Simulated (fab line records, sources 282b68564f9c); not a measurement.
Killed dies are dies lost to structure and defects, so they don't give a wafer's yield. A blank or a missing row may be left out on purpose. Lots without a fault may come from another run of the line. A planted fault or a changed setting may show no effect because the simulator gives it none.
Tool commonality check | flow rit_cmos | 14 lots, 42 wafers sampled

WHY IT WAS OPENED
At RIT_PSD_TW_MEAS_10 the reading PSD_TW is flagged on 2 of 14 lots. Wafers without a fault read 3432, standard deviation 16.
Rule: a lot is flagged when every wafer of it that has a number lies more than 4 standard deviations from that mean, or none has a number. The other lots count as sound.

lot  | measured    | on            | PSD_TW, wafer by wafer | flag
L507 | day 3 04:38 | film_metro-04 | 3443 3440 3442         |
L509 | day 3 16:47 | film_metro-04 | 3427 3438 3441         |
L511 | day 4 02:19 | film_metro-04 | 3419 3421 3429         |
L512 | day 4 03:32 | film_metro-04 | 3421 3416 3414         |
L513 | day 4 07:01 | film_metro-04 | 3413 3433 3410         |
L518 | day 5 09:32 | film_metro-04 | 3580 3592 3564         | FLAGGED
L519 | day 5 14:49 | film_metro-01 | 3617 3576 3596         | FLAGGED
L520 | day 5 19:17 | film_metro-04 | 3429 3437 3413         |
L522 | day 6 04:21 | film_metro-01 | 3450 3467 3454         |
L525 | day 6 19:20 | film_metro-01 | 3447 3433 3444         |
L526 | day 6 23:59 | film_metro-03 | 3451 3427 3422         |
L528 | day 7 21:51 | film_metro-01 | 3455 3431 3463         |
L529 | day 8 03:32 | film_metro-03 | 3459 3425 3444         |
L530 | day 8 04:58 | film_metro-03 | 3446 3446 3425         |
The numbers of the flagged lots are 3588 on average: +156 against the usual, or +10 standard deviations.

WHICH TOOL RAN EACH LOT
The record holds 1 process step before the reading, out of a route of 202 steps. In each cell: the tool, then ch and the chambers that the sampled wafers went through, then the start.
lot  | flag    | RIT_PSD_IMPLANT_08
L507 |         | implanter-04 ch 0, day 3 04:20
L509 |         | implanter-03 ch 0, day 3 16:29
L511 |         | implanter-04 ch 0, day 4 02:00
L512 |         | implanter-04 ch 0, day 4 03:14
L513 |         | implanter-04 ch 0, day 4 06:42
L518 | FLAGGED | implanter-04 ch 0, day 5 09:12
L519 | FLAGGED | implanter-04 ch 0, day 5 14:29
L520 |         | implanter-01 ch 0, day 5 18:59
L522 |         | implanter-01 ch 0, day 6 04:02
L525 |         | implanter-01 ch 0, day 6 19:02
L526 |         | implanter-01 ch 0, day 6 23:41
L528 |         | implanter-03 ch 0, day 7 21:31
L529 |         | implanter-03 ch 0, day 8 03:12
L530 |         | implanter-03 ch 0, day 8 04:39
What these steps do:
- RIT_PSD_IMPLANT_08
- RIT_PSD_TW_MEAS_10

FLAGGED OVER TOTAL, TOOL BY TOOL (the gauges that took the reading come last)
step               | tool          | lots run | flagged | share of the flagged lots | sound lots run after its first flagged lot
RIT_PSD_IMPLANT_08 | implanter-01  | 4        | 0       | none                      | -
RIT_PSD_IMPLANT_08 | implanter-03  | 4        | 0       | none                      | -
RIT_PSD_IMPLANT_08 | implanter-04  | 6        | 2       | all                       | 0
RIT_PSD_TW_MEAS_10 | film_metro-01 | 4        | 1       | some                      | 3 (L522,L525,L528)
RIT_PSD_TW_MEAS_10 | film_metro-03 | 3        | 0       | none                      | -
RIT_PSD_TW_MEAS_10 | film_metro-04 | 7        | 1       | some                      | 1 (L520)

WHAT THE TABLE ALLOWS
1 row of the table ran every flagged lot: implanter-04 at RIT_PSD_IMPLANT_08.
- implanter-04 at RIT_PSD_IMPLANT_08: 2 of its 6 lots flagged. Its last sound lot is L513 (day 4 06:42), its first flagged lot L518 (day 5 09:12): a fault that began between those two fits. Its own readings lie more than 4 standard deviations out on every wafer of the flagged lots: beam_on_s, dose_ions_cm2.
One tool is left: implanter-04 at RIT_PSD_IMPLANT_08.

WHAT THE SIMULATOR HAD PUT IN
Process parameter drift: implanter-04, from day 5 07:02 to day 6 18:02, at RIT_PSD_IMPLANT_08. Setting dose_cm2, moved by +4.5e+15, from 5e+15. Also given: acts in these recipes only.
Lots struck among those shown: L518, L519. The rule above found the same.
